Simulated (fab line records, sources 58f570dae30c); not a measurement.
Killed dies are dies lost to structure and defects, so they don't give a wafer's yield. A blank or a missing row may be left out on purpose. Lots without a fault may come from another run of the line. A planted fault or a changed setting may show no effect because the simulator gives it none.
Which tool did it? | flow berkeley_cmos170 | 13 lots, 39 wafers sampled, at 5 steps of a route of 331

WHAT THE GAUGES READ, wafer by wafer
UCB170_SILICIDE_RS_MEAS_02: measures by four-point-probe.
lot  | measured     | on            | SILICIDE_TI_RS (ohm/sq)
L302 | day 6 13:32  | film_metro-04 | 26.0 26.4 26.5
L303 | day 7 07:22  | film_metro-03 | 25.6 26.1 26.0
L304 | day 7 12:56  | film_metro-02 | 26.8 26.6 26.9
L309 | day 7 22:54  | film_metro-02 | 26.3 25.7 26.1
L305 | day 7 23:21  | film_metro-03 | 26.4 26.5 26.5
L306 | day 7 23:51  | film_metro-02 | 26.5 26.1 26.5
L308 | day 8 00:14  | film_metro-02 | 25.9 25.9 26.5
L312 | day 8 10:26  | film_metro-04 | 25.6 26.6 26.4
L310 | day 8 11:14  | film_metro-03 | 25.8 26.3 25.7
L311 | day 8 11:25  | film_metro-02 | 26.1 26.1 26.3
L313 | day 9 03:34  | film_metro-04 | 26.3 26.6 26.6
L314 | day 9 08:48  | film_metro-02 | 26.5 26.0 26.2
L322 | day 11 01:11 | film_metro-02 | 27.2 26.2 26.4

UCB170_SILICIDE_THK_MEAS_03: measures by xrf.
lot  | measured     | on            | SILICIDE_TI_THK (nm)
L302 | day 6 13:39  | film_metro-04 | 30.1 29.8 29.7
L303 | day 7 07:28  | film_metro-03 | 30.6 30.0 30.2
L304 | day 7 13:03  | film_metro-02 | 29.5 29.7 29.2
L309 | day 7 23:01  | film_metro-02 | 29.8 30.4 29.9
L305 | day 7 23:28  | film_metro-03 | 29.9 29.7 29.6
L306 | day 7 23:58  | film_metro-02 | 29.7 30.0 29.6
L308 | day 8 00:20  | film_metro-02 | 30.2 30.2 29.5
L312 | day 8 10:33  | film_metro-04 | 30.4 29.6 29.9
L310 | day 8 11:22  | film_metro-03 | 30.5 29.8 30.5
L311 | day 8 11:31  | film_metro-02 | 29.8 29.9 29.7
L313 | day 9 03:40  | film_metro-04 | 29.9 29.8 29.7
L314 | day 9 08:55  | film_metro-02 | 29.6 30.1 30.0
L322 | day 11 01:19 | film_metro-02 | 29.0 29.8 29.7

UCB170_CONTACT_THK_MEAS_02.
lot  | measured     | on            | CONTACT_PSG_THK (nm)
L302 | day 6 15:56  | film_metro-01 | 698 691 692
L303 | day 7 10:30  | film_metro-03 | 702 699 699
L304 | day 7 15:59  | film_metro-01 | 712 709 714
L309 | day 8 01:17  | film_metro-01 | 716 719 715
L305 | day 8 01:56  | film_metro-02 | 703 699 699
L306 | day 8 03:05  | film_metro-02 | 700 706 704
L308 | day 8 03:05  | film_metro-03 | 703 707 707
L312 | day 8 13:57  | film_metro-02 | 703 702 703
L310 | day 8 15:07  | film_metro-03 | 707 709 706
L311 | day 8 16:56  | film_metro-03 | 713 713 713
L313 | day 9 07:32  | film_metro-01 | 623 626 627
L314 | day 9 11:56  | film_metro-03 | 629 627 624
L322 | day 11 03:26 | film_metro-03 | 707 712 708

WHICH TOOL RAN EACH LOT (tool, then ch and the chambers of the sampled wafers, then the start)
lot  | UCB170_NSD_STRIP_09                 | UCB170_CONTACT_CVD_01
L302 | plasma_asher-04 ch 0, day 6 11:26   | lpcvd-02 ch 0, day 6 14:09
L303 | plasma_asher-01 ch 0,1, day 7 04:55 | lpcvd-02 ch 0, day 7 07:49
L304 | plasma_asher-02 ch 0,1, day 7 10:26 | lpcvd-01 ch 0, day 7 14:12
L309 | plasma_asher-01 ch 0,1, day 7 20:55 | lpcvd-01 ch 0, day 7 23:31
L305 | plasma_asher-01 ch 0,1, day 7 21:28 | lpcvd-02 ch 0, day 8 00:09
L306 | plasma_asher-01 ch 1, day 7 22:01   | lpcvd-01 ch 1, day 8 01:17
L308 | plasma_asher-04 ch 0,1, day 7 22:19 | lpcvd-01 ch 1, day 8 01:17
L312 | plasma_asher-04 ch 0,1, day 8 08:18 | lpcvd-01 ch 1, day 8 11:17
L310 | plasma_asher-04 ch 0,1, day 8 08:41 | lpcvd-02 ch 0, day 8 12:26
L311 | plasma_asher-01 ch 0,1, day 8 08:53 | lpcvd-02 ch 0, day 8 15:07
L313 | plasma_asher-01 ch 0,1, day 8 22:23 | lpcvd-02 ch 0, day 9 04:51
L314 | plasma_asher-01 ch 0,1, day 9 04:16 | lpcvd-02 ch 0, day 9 09:15
L322 | plasma_asher-02 ch 1, day 10 23:20  | lpcvd-01 ch 1, day 11 01:40
- UCB170_NSD_STRIP_09: strips in O2.
- UCB170_CONTACT_CVD_01: deposits PSG from SiH4/O2/PH3, target thk 700 nm, time 2820 s.

WHAT THE TOOLS THEMSELVES READ (means of the sampled wafers that have a number; where no wafer has one, the mark that the record gives instead)
UCB170_NSD_STRIP_09.
lot  | tool            | chamber_pressure_mTorr (mTorr) | drypump_motor_current_A (A) | oes_product_au (a.u.) | strip_time_to_endpoint_s (s)
L302 | plasma_asher-04 | 3498                           | 5.35                        | 0.533                 | 35.99
L303 | plasma_asher-01 | 3497                           | 5.71                        | 0.535                 | 36.01
L304 | plasma_asher-02 | 3502                           | 5.82                        | 0.531                 | 35.90
L309 | plasma_asher-01 | 3497                           | 5.86                        | 0.532                 | 35.96
L305 | plasma_asher-01 | 3498                           | 5.85                        | 0.532                 | 35.90
L306 | plasma_asher-01 | 3498                           | 6.02                        | 0.532                 | 35.78
L308 | plasma_asher-04 | 3501                           | 5.36                        | 0.529                 | 35.98
L312 | plasma_asher-04 | 3501                           | 5.35                        | 0.528                 | 35.97
L310 | plasma_asher-04 | 3498                           | 5.34                        | 0.537                 | 36.02
L311 | plasma_asher-01 | 3502                           | 5.86                        | 0.534                 | 35.93
L313 | plasma_asher-01 | 3496                           | 5.73                        | 0.534                 | 35.87
L314 | plasma_asher-01 | 3501                           | 5.87                        | 0.533                 | 35.96
L322 | plasma_asher-02 | 3502                           | 5.98                        | 0.533                 | 36.10

UCB170_CONTACT_CVD_01.
lot  | tool     | pressure_mtorr (mTorr)
L302 | lpcvd-02 | 299.4
L303 | lpcvd-02 | 300.4
L304 | lpcvd-01 | 299.4
L309 | lpcvd-01 | 298.6
L305 | lpcvd-02 | 299.2
L306 | lpcvd-01 | 300.2
L308 | lpcvd-01 | 300.9
L312 | lpcvd-01 | 300.2
L310 | lpcvd-02 | 299.6
L311 | lpcvd-02 | 300.1
L313 | lpcvd-02 | 240.0
L314 | lpcvd-02 | 240.3
L322 | lpcvd-01 | 299.6

THE ANSWER, worked out from the rows above alone
Rule: what is usual is taken from the lots themselves. Put in order of their means at a reading, lots are off if they are a third of the lots or fewer, leave a main group of 4 or more, and stand apart from it by a gap of 3 or more times the standard deviation of the main group's means; of several such gaps the widest counts. A main group whose means are all the same, to the digits that the tables above print for the reading, isn't used. A lot without any number at a reading at which 4 lots or more have one is off too. The other lots that the step has rows for count as sound. The gauges are gone through in route order, then the tools' own readings, and for those a lot's mean is taken as printed above. The first step at which some lot is off is used, and at that step the reading that is off furthest; a lot without a number counts as furthest.
Off: L313, L314, at UCB170_CONTACT_THK_MEAS_02 (CONTACT_PSG_THK). The main group: mean 706 nm, standard deviation 6.4.
A tool fits if, at a process step before that reading, it ran every lot that is off, and no sound lot after the first of them. The gauges at UCB170_CONTACT_THK_MEAS_02 aren't tried: what is off there is off at UCB170_CONTACT_CVD_01 too, on other tools, and a gauge's error can't cause that. Can't be told from this: 2 tools fit, plasma_asher-01 at UCB170_NSD_STRIP_09, lpcvd-02 at UCB170_CONTACT_CVD_01.

WHAT THE SIMULATOR HAD PUT IN
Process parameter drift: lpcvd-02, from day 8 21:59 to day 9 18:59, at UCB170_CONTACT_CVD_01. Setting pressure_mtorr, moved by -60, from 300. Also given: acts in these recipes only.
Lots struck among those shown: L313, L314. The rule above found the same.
